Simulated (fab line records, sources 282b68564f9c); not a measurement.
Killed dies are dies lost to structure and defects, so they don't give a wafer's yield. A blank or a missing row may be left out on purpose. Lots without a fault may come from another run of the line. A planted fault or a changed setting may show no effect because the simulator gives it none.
Split-lot experiment | flow rit_cmos | 5 lots, 23 wafers read, on a route of 202 steps

THE SPLIT
At RIT_PRETRO_SOFTBAKE_02 (time 60 s), the setting temp_c was moved away from the recipe's 90 C on 5 of the 23 wafers read, by +2.3% to +3.6%. The other wafers ran this setting at the recipe's value.

The reading is taken at the split's own step.

THE READING
NOVOLAK_of_PRETRO_COAT_01.thk_nm (the simulator's own value, which no gauge read), in nm, at RIT_PRETRO_SOFTBAKE_02 (time 60 s). The file gives no usual value for it. The 18 wafers here that ran the recipe average 1299 nm, standard deviation 4.7 nm.

wafer  | tool, chamber at the split | temp_c as run, C | against the recipe | NOVOLAK_of_PRETRO_COAT_01.thk_nm, nm | against lot-mates on the recipe
L074.2 | litho_track-01, 0          | 90               | recipe             | 1303                                 | -
L074.3 | litho_track-01, 0          | 90               | recipe             | 1301                                 | -
L074.4 | litho_track-01, 0          | 90               | recipe             | 1302                                 | -
L074.5 | litho_track-01, 0          | 92.03            | +2.3%              | 1292                                 | -10
L074.6 | litho_track-01, 0          | 92.03            | +2.3%              | 1296                                 | -6
L075.1 | litho_track-01, 0          | 90               | recipe             | 1297                                 | -
L075.2 | litho_track-01, 0          | 90               | recipe             | 1298                                 | -
L075.6 | litho_track-01, 0          | 90               | recipe             | 1298                                 | -
L075.3 | litho_track-01, 0          | 90               | recipe             | 1299                                 | -
L075.4 | litho_track-01, 0          | 90               | recipe             | 1303                                 | -
L081.1 | litho_track-04, 0          | 90               | recipe             | 1291                                 | -
L081.2 | litho_track-04, 0          | 90               | recipe             | 1292                                 | -
L081.6 | litho_track-04, 0          | 90               | recipe             | 1288                                 | -
L082.1 | litho_track-01, 0          | 93.28            | +3.6%              | 1287                                 | -10
L082.2 | litho_track-01, 0          | 90               | recipe             | 1298                                 | -
L082.3 | litho_track-01, 0          | 93.28            | +3.6%              | 1284                                 | -14
L082.4 | litho_track-01, 0          | 93.28            | +3.6%              | 1284                                 | -14
L082.6 | litho_track-01, 0          | 90               | recipe             | 1297                                 | -
L084.1 | litho_track-02, 0          | 90               | recipe             | 1303                                 | -
L084.4 | litho_track-02, 0          | 90               | recipe             | 1303                                 | -
L084.2 | litho_track-02, 0          | 90               | recipe             | 1306                                 | -
L084.5 | litho_track-02, 0          | 90               | recipe             | 1301                                 | -
L084.6 | litho_track-02, 0          | 90               | recipe             | 1304                                 | -

THE FIT
A straight line over all 23 wafers: NOVOLAK_of_PRETRO_COAT_01.thk_nm changes by -3.58 nm for each +1% of temp_c; r = -0.73; the points scatter about the line by 4.5 nm.
The same after taking each lot's own level away (the mean of its wafers on the recipe; 23 wafers): -3.45 nm for each +1%; r = -0.94; scatter 1.7 nm.
On that fit, the largest move of temp_c shifts the reading by 13 nm.
The lots' own levels span 1290.3 to 1303.4 nm, that is 2.8 times the standard deviation above.
So the lot-to-lot level blurs the effect unless lot-mates are compared.
Check: with one of the wafers moved furthest among these (+3.6%) left out of the fit, the line predicts -13.3 nm for it against its lot-mates. It came out at -10.5 nm against them.

OTHER SPLITS ON THESE WAFERS
These wafers also went through other splits before the reading. Each is held against what the fit with the lots' levels taken away leaves over:
other split on the same wafers      | wafers away from the commonest value | r with NOVOLAK_of_PRETRO_COAT_01.thk_nm (lot level and that fit taken away)
RIT_ACTIVE_CVD_03 sih2cl2_flow_sccm | 15                                   | +0.02
RIT_ACTIVE_EXPOSE_08 dose_mj        | 7                                    | -0.10
RIT_ACTIVE_ETCH_13 rf_w             | 9                                    | -0.29
RIT_FOX2_OXIDATION_00 ox_time_s     | 15                                   | +0.00
RIT_NWELL_IMPLANT_08 energy_kev     | 7                                    | +0.10
RIT_NRETRO_COAT_01 spin_rpm         | 8                                    | +0.14

THE FILE'S OWN FIT
NOVOLAK_of_PRETRO_COAT_01.thk_nm changes by -3.45 nm for each +1% of temp_c, r = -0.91.
